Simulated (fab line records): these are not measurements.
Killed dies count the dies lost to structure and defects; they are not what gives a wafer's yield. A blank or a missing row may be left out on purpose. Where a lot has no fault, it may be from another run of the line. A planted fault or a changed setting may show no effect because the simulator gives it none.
Split-lot trial -- flow berkeley_cmos170 -- on a route of 331 steps: 5 lots, 23 wafers read

== THE SPLIT ITSELF ==
At UCB170_NVT_COAT_01 (resist thk 900 nm), the setting resist_thk_nm was moved away from the recipe's 900 nm on 12 of the 23 wafers read, by -4.1% to +2.3%. This setting was run at the recipe's value on the other wafers.

The reading is taken at the split's own step.

== THE READING ==
KrF_of_NVT_COAT_01.thk_nm (the simulator's own value, which no gauge read), in nm, at UCB170_NVT_COAT_01 (resist thk 900 nm). The file gives no usual value for it. Average 899.2 nm, standard deviation 2.1 nm, over the 11 wafers here run with the recipe.

wafer,"tool, chamber at the split","resist_thk_nm as run, nm",against the recipe,"KrF_of_NVT_COAT_01.thk_nm, nm",against lot-mates on the recipe
L076.1,"litho_track-03, 0",862.7,-4.1%,863.9,-36.1
L076.3,"litho_track-03, 0",862.7,-4.1%,863.4,-36.6
L076.4,"litho_track-03, 0",862.7,-4.1%,864.8,-35.2
L076.5,"litho_track-03, 0",900,recipe,899.9,-
L076.6,"litho_track-03, 0",900,recipe,900.2,-
L078.2,"litho_track-04, 0",900,recipe,901.5,-
L078.3,"litho_track-04, 0",884.9,-1.7%,886.9,-13.4
L078.4,"litho_track-04, 0",884.9,-1.7%,884.6,-15.7
L078.5,"litho_track-04, 0",900,recipe,899.1,-
L078.6,"litho_track-04, 0",884.9,-1.7%,885.4,-14.9
L081.1,"litho_track-03, 0",900,recipe,897.5,-
L081.4,"litho_track-03, 0",900,recipe,901.2,-
L081.6,"litho_track-03, 0",900,recipe,903,-
L082.2,"litho_track-01, 0",871.1,-3.2%,865.1,-31.2
L082.3,"litho_track-01, 0",871.1,-3.2%,868.5,-27.8
L082.4,"litho_track-01, 0",900,recipe,897.3,-
L082.5,"litho_track-01, 0",900,recipe,895.4,-
L082.6,"litho_track-01, 0",871.1,-3.2%,869.2,-27.1
L085.1,"litho_track-01, 0",921,+2.3%,916.8,+18.5
L085.2,"litho_track-01, 0",921,+2.3%,918,+19.8
L085.3,"litho_track-01, 0",900,recipe,897.9,-
L085.4,"litho_track-01, 0",900,recipe,898.6,-
L085.5,"litho_track-01, 0",921,+2.3%,920.2,+22.0

FIT RESULTS
A straight line over all 23 wafers: KrF_of_NVT_COAT_01.thk_nm changes by +8.74 nm for each +1% of resist_thk_nm; r = +0.99; the points scatter about the line by 2.3 nm.
The same after taking each lot's own level away (the mean of its wafers on the recipe; 23 wafers): +8.74 nm for each +1%; r = +1.00; scatter 1.4 nm.
According to that fit, moving resist_thk_nm by its largest amount changes the reading by 36 nm.
From 896.35 to 900.57 nm: that is the span of the lots' own levels, equal to 2.0 times the standard deviation above.
Consequently the slope shifts little with the lot-to-lot level, the two slopes agreeing.
Check: with one of the wafers moved furthest among these (-4.1%) left out of the fit, the line predicts -36.4 nm for it against its lot-mates. It came out at -36.1 nm against them.

== THESE WAFERS: OTHER SPLITS ==
Note: prior to the reading, these wafers also went through further splits. Each is held against what the fit with the lots' levels taken away leaves over:
other split on the same wafers,wafers away from the commonest value,r with KrF_of_NVT_COAT_01.thk_nm (lot level and that fit taken away)
UCB170_PWELL_OXIDATION_02 temp_c,10,-0.09
UCB170_PWELL_COAT_08 spin_rpm,5,-0.12
UCB170_ACTIVE_CVD_05 temp_c,15,-0.02
UCB170_ACTIVE_PEB_11 peb_temp_c,11,-0.13

== THE WHOLE CHAIN: every reading that the file lists as answering this split, in the file's order ==
step,what it does,reading,change (the file's fit),r (the file's)
UCB170_NVT_COAT_01,resist thk 900 nm,"KrF_of_NVT_COAT_01.thk_nm (the simulator's own value, which no gauge read)",+8.77 nm for each +1% of the setting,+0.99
UCB170_NVT_STRIP_08,strips in O2,strip_time_to_endpoint_s,withheld for each +1% of the setting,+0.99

== FILE'S OWN FIT ==
KrF_of_NVT_COAT_01.thk_nm changes by +8.77 nm for each +1% of resist_thk_nm, r = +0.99.
